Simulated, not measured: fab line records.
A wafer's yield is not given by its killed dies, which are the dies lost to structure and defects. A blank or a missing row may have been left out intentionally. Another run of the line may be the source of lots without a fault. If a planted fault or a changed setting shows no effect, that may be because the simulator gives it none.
fab line records	flow rit-cmos
[record] lots = 6	wafers = 18	last-day = 7
route steps=202 shown FOX2@24 NWELL@28 PWELL@39 WELLDRIVE@50 M1@202
lots that met no fault: taken from a fault-free run of the same line
start-h: hours from the record's opening day to when the first of the lot's shown wafers began	wait-h: time in hours since the lot's previous step	" same as the row above	L1.1+2: a row that stands for several wafers	- value missing, or start not given	* or withheld: withheld	< > ~ a bound
route shown NAME@n: a module of which the file shows steps, and the number in the route of the first	usual: the fault-free wafers' mean and standard deviation	same: alike in all rows	chamber/n: place in a boat	sites: each site's reading	_std_site: how widely they spread, as a standard deviation	_edge_site: inner sites' mean taken away from outer sites' mean	radius-mm: how far each site lies from the wafer's centre	mask NAME#n: copy n	behind: the tool/chamber that last shaped the wafer	hold: what put the lot on hold/how long, in hours/how the hold closed	device: names the non-switching transistor (n, p or np)	end of line: the tests these same wafers got at the end of their route	for a step that has no rows: nothing shown but its recipe	killed: not the wafer's yield, but the dies lost to structure and defects at the first sort	map: a wafer's dies, x killed, . not, _ none there
set.NAME: the setting the step ran with; set.NAME@STEP: the setting that earlier step ran with	model.NAME: the simulator's own value behind a step, which no gauge read
lots seen at some steps along the route; tables by step, rows by wafer
services: a tool's chamber out of use, with start hour (start-h, from the record's first day; less than 0 if before it), hours out, and reason
[[steps]]
[step RIT_FOX2_THK_MEAS_01]
[recipe] reads = SiO2_of_FOX2_OXIDATION_00
[usual] FOX2_OXIDE_THK = 342/6
lot.wafer	tool	chamber	start-h	wait-h	FOX2_OXIDE_THK[nm]
L464.1	film-metro-03	-	30.07	0.0	348
L464.4	"	-	"	"	347
L464.6	"	-	"	"	346
L472.1	film-metro-04	-	68.67	0.0	347
L472.3	"	-	"	"	352
L472.5	"	-	"	"	352
L474.1	film-metro-04	-	79.46	0.0	335
L474.3	"	-	"	"	342
L474.4	"	-	"	"	341
L475.3	film-metro-04	-	84.53	0.0	334
L475.4	"	-	"	"	339
L475.5	"	-	"	"	333
L478.1	film-metro-03	-	98.31	0.0	342
L478.4	"	-	"	"	341
L478.6	"	-	"	"	338
L484.1	film-metro-04	-	128.48	0.0	344
L484.4	"	-	"	"	347
L484.5	"	-	"	"	339
[step RIT_FOX2_CLEAN_02]
[recipe] chemistry = dHF	dilution = 50:1	time-s = 180
[step RIT_FOX2_WET_ETCH_03]
[recipe] chemistry = H3PO4	target = Si3N4	target-depth-nm = 195	temp-c = 165	time-s = 2700
[step RIT_FOX2_THK_MEAS_90]
[recipe] reads = SiO2_of_FOX2_OXIDATION_00
[usual] FIELD_OXIDE_LEFT_1_THK = 315/6
lot.wafer	tool	chamber	start-h	wait-h	FIELD_OXIDE_LEFT_1_THK[nm]
L464.1	film-metro-04	-	31.02	0.0	320
L464.4	"	-	"	"	319
L464.6	"	-	"	"	319
L472.1	film-metro-02	-	69.55	0.0	320
L472.3	"	-	"	"	325
L472.5	"	-	"	"	326
L474.1	film-metro-03	-	80.33	0.0	308
L474.3	"	-	"	"	315
L474.4	"	-	"	"	314
L475.3	film-metro-04	-	85.40	0.0	306
L475.4	"	-	"	"	313
L475.5	"	-	"	"	305
L478.1	film-metro-03	-	99.19	0.0	314
L478.4	"	-	"	"	314
L478.6	"	-	"	"	311
L484.1	film-metro-04	-	129.43	0.0	317
L484.4	"	-	"	"	320
L484.5	"	-	"	"	312
[step RIT_NWELL_HMDS_00]
[recipe] prime-time-s = 60	prime-temp-c = 140
[step RIT_NWELL_COAT_01]
[recipe] resist = NOVOLAK	spin-rpm = 2000	resist-thk-nm = 1300
[step RIT_NWELL_SOFTBAKE_02]
[recipe] resist = NOVOLAK	temp-c = 90	time-s = 58.1
[step RIT_NWELL_EXPOSE_03]
[recipe] mask-id = M2	na = 0.57	target-cd-nm = 43900	dose-mj = 250
[step RIT_NWELL_PEB_04]
[recipe] resist = NOVOLAK	temp-c = withheld	time-s = withheld
[step RIT_NWELL_DEVELOP_05]
[recipe] resist = NOVOLAK	develop-time-s = 68	dev-temp-c = 23
[step RIT_NWELL_OVL_MEAS_06]
[usual] NWELL_OVL = -0.4/1.4
lot.wafer	tool	chamber	start-h	wait-h	NWELL_OVL[nm]
L464.1	overlay-02	-	31.96	-	0.1
L464.4	"	-	"	"	-1.3
L464.6	"	-	"	"	0.3
L472.1	overlay-01	-	70.61	-	-1.1
L472.3	"	-	"	"	-0.4
L472.5	"	-	"	"	-0.5
L474.1	overlay-01	-	81.27	-	0.1
L474.3	"	-	"	"	-1.9
L474.4	"	-	"	"	-1.1
L475.3	overlay-02	-	86.46	-	-2.7
L475.4	"	-	"	"	-2.5
L475.5	"	-	"	"	-2.0
L478.1	overlay-01	-	100.25	-	-0.5
L478.4	"	-	"	"	-1.9
L478.6	"	-	"	"	-1.0
L484.1	overlay-02	-	130.72	-	-1.4
L484.4	"	-	"	"	-1.9
L484.5	"	-	"	"	-0.5
[step RIT_NWELL_HARDBAKE_07]
[recipe] resist = NOVOLAK	temp-c = 140	time-s = 120
[step RIT_NWELL_IMPLANT_08]
[recipe] species = P	energy-kev = 170	dose-cm2 = 5e+13	tilt-deg = 7
[usual] beam-energy-keV = 170.01/0.046	beam-on-s = 9.97/0.21	dose-ions-cm2 = 5e+13/4.6e+10	faraday-current-uA = 159/3.3
lot.wafer	tool	chamber	start-h	wait-h	beam-energy-keV	beam-on-s	dose-ions-cm2	faraday-current-uA
L464.1	implanter-03	0	32.25	0.2	170.05	10.41	5.008e+13	152
L464.4	"	0	"	"	170.10	9.62	5.007e+13	165
L464.6	"	0	"	"	169.97	10.17	5.001e+13	156
L472.1	implanter-03	0	70.90	0.2	170.03	9.74	5.002e+13	162
L472.3	"	0	"	"	169.97	10.06	5.007e+13	158
L472.5	"	0	"	"	170.04	10.18	4.997e+13	155
L474.1	implanter-04	0	81.56	0.2	169.97	9.92	4.994e+13	159
L474.3	"	0	"	"	170.06	10.21	4.997e+13	155
L474.4	"	0	"	"	170.11	9.87	5.003e+13	160
L475.3	implanter-03	0	86.78	0.2	170.01	10.08	3.169e+13	100
L475.4	"	0	"	"	170.05	10.01	3.169e+13	100
L475.5	"	0	"	"	170.04	9.90	3.17e+13	101
L478.1	implanter-03	0	100.54	0.2	170.06	9.88	3.169e+13	102
L478.4	"	0	"	"	170.01	9.88	3.163e+13	102
L478.6	"	0	"	"	170.01	9.76	3.169e+13	103
L484.1	implanter-01	0	131.00	0.2	169.96	10.16	4.998e+13	156
L484.4	"	0	"	"	170.03	10.04	4.998e+13	158
L484.5	"	0	"	"	169.93	10.14	4.999e+13	156
[step RIT_NWELL_STRIP_09]
[recipe] chemistry = O2	time-s = 180	resist = NOVOLAK	platen-temp-c = withheld	power-w = 500	pressure-mtorr = 4000	o2-flow-sccm = 4000
[usual] drypump-motor-current-A = 5.4/0.38
lot.wafer	tool	chamber	start-h	wait-h	drypump-motor-current-A	rf-hours-counter-h
L464.1	plasma-asher-02	0	32.40	0.1	5.3	39
L464.4	"	0	"	"	5.3	-
L464.6	"	1	"	"	5.7	-
L472.1	plasma-asher-02	0	71.05	0.1	5.3	43
L472.3	"	1	"	"	5.7	-
L472.5	"	1	"	"	5.7	-
L474.1	plasma-asher-03	0	81.71	0.1	4.8	45
L474.3	"	0	"	"	4.8	-
L474.4	"	1	"	"	5.7	-
L475.3	plasma-asher-02	0	86.94	0.1	5.3	-
L475.4	"	1	"	"	5.7	-
L475.5	"	0	"	"	5.3	-
L478.1	plasma-asher-02	1	100.69	0.1	5.7	47
L478.4	"	1	"	"	5.7	-
L478.6	"	1	"	"	5.7	-
L484.1	plasma-asher-01	1	131.15	0.1	5.9	33
L484.4	"	1	"	"	5.9	-
L484.5	"	0	"	"	4.8	-
[step RIT_NWELL_TW_MEAS_10]
[usual] NWELL_TW = 2135/17
lot.wafer	tool	chamber	start-h	wait-h	NWELL_TW
L464.1	film-metro-03	-	32.57	0.1	2119
L464.4	"	-	"	"	2129
L464.6	"	-	"	"	2107
L472.1	film-metro-01	-	71.22	0.1	2156
L472.3	"	-	"	"	2148
L472.5	"	-	"	"	2143
L474.1	film-metro-04	-	81.88	0.1	2130
L474.3	"	-	"	"	2128
L474.4	"	-	"	"	2125
L475.3	film-metro-01	-	87.08	0.1	1865
L475.4	"	-	"	"	1866
L475.5	"	-	"	"	1865
L478.1	film-metro-03	-	100.86	0.1	1831
L478.4	"	-	"	"	1819
L478.6	"	-	"	"	1836
L484.1	film-metro-01	-	131.33	0.1	2141
L484.4	"	-	"	"	2163
L484.5	"	-	"	"	2146
[step RIT_PWELL_HMDS_00]
[recipe] prime-time-s = 60	prime-temp-c = 140
[step RIT_PWELL_COAT_01]
[recipe] resist = NOVOLAK	spin-rpm = 2000	resist-thk-nm = 1300
[step RIT_PWELL_SOFTBAKE_02]
[recipe] resist = NOVOLAK	temp-c = 90	time-s = 60
[step RIT_PWELL_EXPOSE_03]
[recipe] mask-id = M3	na = 0.57	target-cd-nm = 43700	dose-mj = 250
[step RIT_PWELL_PEB_04]
[recipe] resist = NOVOLAK	temp-c = withheld	time-s = withheld
[step RIT_PWELL_DEVELOP_05]
[recipe] resist = NOVOLAK	develop-time-s = 68	dev-temp-c = 23
[step RIT_PWELL_OVL_MEAS_06]
[usual] PWELL_OVL = 0.1/1.5
lot.wafer	tool	chamber	start-h	wait-h	PWELL_OVL[nm]
L464.1	overlay-01	-	33.64	-	1.5
L464.4	"	-	"	"	0.1
L464.6	"	-	"	"	2.4
L472.1	overlay-01	-	72.29	-	-0.3
L472.3	"	-	"	"	0.9
L472.5	"	-	"	"	2.1
L474.1	overlay-02	-	82.95	-	1.0
L474.3	"	-	"	"	0.7
L474.4	"	-	"	"	1.0
L475.3	overlay-01	-	88.14	-	-0.7
L475.4	"	-	"	"	-0.2
L475.5	"	-	"	"	-2.4
L478.1	overlay-02	-	101.80	-	-1.9
L478.4	"	-	"	"	-3.0
L478.6	"	-	"	"	-1.8
L484.1	overlay-01	-	132.27	-	-0.2
L484.4	"	-	"	"	-1.1
L484.5	"	-	"	"	0.9
[step RIT_PWELL_HARDBAKE_07]
[recipe] resist = NOVOLAK	temp-c = 140	time-s = 120
[step RIT_PWELL_IMPLANT_08]
[recipe] species = B	energy-kev = 168.6	dose-cm2 = 7e+13	tilt-deg = 7
[step RIT_PWELL_STRIP_09]
[recipe] chemistry = O2	time-s = 180	resist = NOVOLAK	platen-temp-c = withheld	power-w = 500	pressure-mtorr = 4000	o2-flow-sccm = 4000
[usual] drypump-motor-current-A = 5.5/0.36
lot.wafer	tool	chamber	start-h	wait-h	drypump-motor-current-A	rf-hours-counter-h
L464.1	plasma-asher-02	1	34.07	0.1	5.7	39
L464.4	"	0	"	"	5.3	-
L464.6	"	1	"	"	5.7	-
L472.1	plasma-asher-03	0	72.72	0.1	4.8	44
L472.3	"	1	"	"	5.7	-
L472.5	"	0	"	"	4.8	-
L474.1	plasma-asher-03	0	83.48	0.1	4.8	45
L474.3	"	0	"	"	4.8	-
L474.4	"	1	"	"	5.7	-
L475.3	plasma-asher-03	1	88.62	0.1	5.7	-
L475.4	"	0	"	"	4.8	-
L475.5	"	0	"	"	4.8	-
L478.1	plasma-asher-02	1	102.24	0.1	5.7	47
L478.4	"	0	"	"	5.3	-
L478.6	"	1	"	"	5.7	-
L484.1	plasma-asher-02	0	132.71	0.1	5.3	51
L484.4	"	0	"	"	5.3	-
L484.5	"	1	"	"	5.7	-
[step RIT_PWELL_TW_MEAS_10]
[usual] PWELL_TW = 946/8.9
lot.wafer	tool	chamber	start-h	wait-h	PWELL_TW
L464.1	film-metro-04	-	34.25	0.1	947
L464.4	"	-	"	"	951
L464.6	"	-	"	"	950
L472.1	film-metro-01	-	72.90	0.1	961
L472.3	"	-	"	"	962
L472.5	"	-	"	"	963
L474.1	film-metro-01	-	83.65	0.1	959
L474.3	"	-	"	"	963
L474.4	"	-	"	"	964
L475.3	film-metro-01	-	88.79	0.1	957
L475.4	"	-	"	"	958
L475.5	"	-	"	"	956
L478.1	film-metro-01	-	102.41	0.1	954
L478.4	"	-	"	"	961
L478.6	"	-	"	"	956
L484.1	film-metro-04	-	132.88	0.1	946
L484.4	"	-	"	"	950
L484.5	"	-	"	"	950
[step RIT_WELLDRIVE_ANNEAL_00]
[recipe] temp-c = 1100	time-s = 14700	ambient = N2
[step RIT_WELLDRIVE_RS_MEAS_01]
[recipe] thk-meas-gauge = four-point-probe
[usual] NWELL_RS = 275.2/0.72
lot.wafer	tool	chamber	start-h	wait-h	NWELL_RS[ohm/sq]
L464.1	film-metro-01	-	39.39	0.0	274.8
L464.4	"	-	"	"	274.3
L464.6	"	-	"	"	275.3
L472.1	film-metro-04	-	78.04	0.0	274.5
L472.3	"	-	"	"	272.8
L472.5	"	-	"	"	274.4
L474.1	film-metro-01	-	89.59	0.0	274.5
L474.3	"	-	"	"	274.7
L474.4	"	-	"	"	275.1
L475.3	film-metro-01	-	93.96	0.0	365.8
L475.4	"	-	"	"	367.7
L475.5	"	-	"	"	367.4
L478.1	film-metro-01	-	107.70	0.0	365.5
L478.4	"	-	"	"	365.9
L478.6	"	-	"	"	365.6
L484.1	film-metro-04	-	138.02	0.0	274.3
L484.4	"	-	"	"	274.3
L484.5	"	-	"	"	274.4
[step RIT_WELLDRIVE_RS_MEAS_02]
[recipe] thk-meas-gauge = four-point-probe
[usual] PWELL_RS = 429.6/1.3
lot.wafer	tool	chamber	start-h	wait-h	PWELL_RS[ohm/sq]
L464.1	film-metro-01	-	39.51	0.1	429.9
L464.4	"	-	"	"	430.9
L464.6	"	-	"	"	429.9
L472.1	film-metro-04	-	78.16	0.1	430.3
L472.3	"	-	"	"	430.3
L472.5	"	-	"	"	430.0
L474.1	film-metro-01	-	89.71	0.1	429.3
L474.3	"	-	"	"	428.2
L474.4	"	-	"	"	429.3
L475.3	film-metro-01	-	94.08	0.1	430.1
L475.4	"	-	"	"	431.6
L475.5	"	-	"	"	430.4
L478.1	film-metro-01	-	107.82	0.1	430.4
L478.4	"	-	"	"	431.6
L478.6	"	-	"	"	429.8
L484.1	film-metro-04	-	138.14	0.1	427.3
L484.4	"	-	"	"	426.1
L484.5	"	-	"	"	427.6
[step RIT_M1_PROBE_99]
[usual] killed_at_M0_to_M3 = 0.0/0.12	killed-at-front-end = 7/3.2	killed-dies = 7/3.2	killed-open = 3.6/2.1	killed-short = 3.5/2.1
[same] gross-dies = 264	killed_at_M4_up = 0	killed-at-back-side = 0	killed-at-contacts = 0	killed-at-other = 0
lot.wafer	tool	chamber	start-h	wait-h	killed_at_M0_to_M3	killed-at-front-end	killed-dies	killed-open	killed-short	model.etest.pmos_0p3.r-on-ohm-um	model.etest.pmos-turned.r-on-ohm-um	model.etest.pmos_0p15.r-on-ohm-um	model.etest.nwell-pinched.rs-ohm-sq	model.etest.well-edge-right.line-ohm-um	model.etest.well-edge-left.line-ohm-um	model.etest.pmos_0p15.drive-ua-um	model.etest.pmos-turned.drive-ua-um
L464.1	prober-01	-	73.67	0.1	0	11	11	9	2	6437	3532	2844	338.8	182.7	185.3	246.4	182.2
L464.4	prober-01	-	73.82	0.2	1	2	3	0	3	6562	3657	2937	342.4	181.8	182.7	239.2	176.9
L464.6	prober-01	-	73.92	0.2	0	12	12	5	6	6432	3544	2836	338.4	181	183.9	247.9	183.2
L472.1	prober-02	-	106.72	0.1	0	12	12	5	7	6115	3352	2681	343.3	179.2	180.7	273.6	200.8
L472.3	prober-02	-	106.82	0.2	0	8	8	3	5	6166	3380	2717	337.4	183	182.3	265.1	192.2
L472.5	prober-02	-	106.92	0.2	0	5	5	3	2	6101	3326	2638	341.9	180.8	179.5	275.9	200.5
L474.1	prober-02	-	120.09	0.1	0	6	6	2	4	6023	3173	2567	328.1	180.7	181.8	271.9	205.8
L474.3	prober-02	-	120.19	0.2	0	6	6	4	2	6112	3262	2615	331.9	180.5	183.7	266.1	200.5
L474.4	prober-02	-	120.24	0.2	0	3	3	2	1	6020	3197	2591	331.2	182.6	184	272.9	209.1
L475.3	prober-01	-	123.77	0.2	0	5	5	3	2	5696	2979	2434	454.7	253	252.1	300.4	233.7
L475.4	prober-01	-	123.82	0.2	0	6	6	5	1	5771	3068	2533	457.5	252.6	246.9	289.2	226.5
L475.5	prober-01	-	123.87	0.2	0	8	8	4	4	5730	3006	2489	447	254.7	253.5	291.2	227.1
L478.1	prober-02	-	137.91	0.1	0	8	8	2	6	5937	3131	2564	458.9	248.6	250.7	292.1	221.5
L478.4	prober-02	-	138.06	0.2	0	10	10	4	6	5782	3084	2505	458.4	253.3	251.4	296.6	220.2
L478.6	prober-02	-	138.16	0.2	0	10	10	7	3	5760	3098	2520	460.2	252.3	252.1	292.9	225
L484.1	prober-02	-	167.87	0.1	0	2	2	0	2	6089	3258	2617	330.8	183.7	180.4	275.8	201.3
L484.4	prober-02	-	168.02	0.2	0	8	8	3	5	6061	3230	2580	334.7	183.2	185.6	276.9	204.6
L484.5	prober-02	-	168.07	0.2	0	13	13	5	8	6103	3273	2601	335.9	182.6	180.1	275.8	200.4
// killed by level:class
L464.1 REOX:geometric-particle:open=3 FOX1:geometric-particle:open=2 GATE:geometric-particle:open=2 FOX2:geometric-particle:open=1 GATE:geometric-particle:short=1 SPACER:geometric-particle:short=1 SILICIDE:geometric-particle:open=1
L464.4 GATE:geometric-particle:short=1 SPACER:geometric-particle:short=1 M1:geometric-particle:short=1
L464.6 GATE:geometric-particle:short=3 GATE:geometric-particle:open=3 REOX:geometric-particle:open=2 SILICIDE:geometric-particle:short=2 FOX2:geometric-particle:short=1 PLDD:coat-microbubble-printed=1
L472.1 FOX1:geometric-particle:short=2 GATE:geometric-particle:open=2 REOX:geometric-particle:open=2 SILICIDE:geometric-particle:short=2 FOX2:geometric-particle:short=1 GATE:geometric-particle:short=1 SPACER:geometric-particle:short=1 SILICIDE:geometric-particle:open=1
L472.3 GATE:geometric-particle:short=2 FOX1:geometric-particle:open=1 FOX1:geometric-particle:short=1 GATE:geometric-particle:open=1 REOX:geometric-particle:open=1 REOX:geometric-particle:short=1 SPACER:geometric-particle:short=1
L472.5 FOX1:geometric-particle:short=2 FOX1:geometric-particle:open=1 REOX:geometric-particle:open=1 SILICIDE:geometric-particle:open=1
L474.1 GATE:geometric-particle:short=3 FOX2:geometric-particle:open=1 SILICIDE:geometric-particle:open=1 SILICIDE:geometric-particle:short=1
L474.3 REOX:geometric-particle:open=2 REOX:geometric-particle:short=2 GATE:geometric-particle:open=1 SPACER:geometric-particle:open=1
L474.4 FOX2:geometric-particle:open=1 SPACER:geometric-particle:short=1 SPACER:geometric-particle:open=1
L475.3 GATE:geometric-particle:open=3 FOX1:geometric-particle:short=2
L475.4 FOX1:geometric-particle:open=2 GATE:geometric-particle:open=2 FOX2:geometric-particle:short=1 SPACER:geometric-particle:open=1
L475.5 GATE:geometric-particle:open=2 SPACER:geometric-particle:short=2 FOX2:geometric-particle:short=1 GATE:geometric-particle:short=1 REOX:geometric-particle:open=1 SPACER:geometric-particle:open=1
L478.1 GATE:geometric-particle:short=4 FOX1:geometric-particle:short=1 GATE:geometric-particle:open=1 REOX:geometric-particle:open=1 SILICIDE:geometric-particle:short=1
L478.4 SPACER:geometric-particle:short=3 FOX1:geometric-particle:short=2 GATE:geometric-particle:open=2 SPACER:geometric-particle:open=2 GATE:geometric-particle:short=1
L478.6 GATE:geometric-particle:open=4 SPACER:geometric-particle:short=2 SPACER:geometric-particle:open=2 GATE:geometric-particle:short=1 SILICIDE:geometric-particle:open=1
L484.1 GATE:geometric-particle:short=2
L484.4 GATE:geometric-particle:short=4 GATE:geometric-particle:open=3 SPACER:geometric-particle:short=1
L484.5 REOX:geometric-particle:short=4 FOX1:geometric-particle:open=3 FOX1:geometric-particle:short=2 GATE:geometric-particle:open=1 SPACER:geometric-particle:short=1 SPACER:geometric-particle:open=1 SILICIDE:geometric-particle:short=1
[[services]]
tool	chamber	start-h	hours	kind
plasma-asher-03	-	9.13	2.8	pm
implanter-01	-	19.52	6.7	repair
implanter-04	-	26.49	6.9	pm
implanter-04	-	37.59	0.6	repair
plasma-asher-01	-	70.32	15.6	pm
implanter-03	-	115.19	9.1	pm
implanter-04	-	118.21	3.3	pm
plasma-asher-02	-	122.05	2.1	repair
implanter-04	-	123.72	1.7	repair
implanter-03	-	131.97	2.2	repair
[[key]]
[first-sign] step = RIT_NWELL_IMPLANT_08	reading = dose-ions-cm2	direction = down	sigmas = 99+	usual = 5e+13	struck = 3.168e+13
[effect] step = RIT_NWELL_IMPLANT_08	reading = faraday-current-uA	direction = down	sigmas = 18	usual = 159	struck = 101
[effect] step = RIT_NWELL_TW_MEAS_10	reading = NWELL_TW	direction = down	sigmas = 17	usual = 2135	struck = 1847
[effect] step = RIT_WELLDRIVE_RS_MEAS_01	reading = NWELL_RS	direction = up	sigmas = 99+	usual = 275.2	struck = 366.3
[model-effect] step = RIT_M1_PROBE_99	value = etest.pmos_0p3.r-on-ohm-um	without = 6132	struck = 5779
met-at RIT_NWELL_IMPLANT_08
struck-wafers L475.3,L475.4,L475.5,L478.1,L478.4,L478.6
tester-left-out L475,L478
onset-between 70.90 86.78
[fault] kind = process-parameter-drift	tool = implanter-03	chamber = -	onset-h = 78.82	steps = RIT_NWELL_IMPLANT_08	channel = dose-cm2	offset = -1.8309e+13	shape = step	end-h = 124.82	acts-in = these-recipes-only	stated = 5e+13
// tester-left-out: of these lots the tester's yield and bins aren't shown, on N5 and GAA mostly nor the transistor test; their killed dies are dies lost to structure and defects alone, not to doping, threshold or leakage, so they don't give the yield
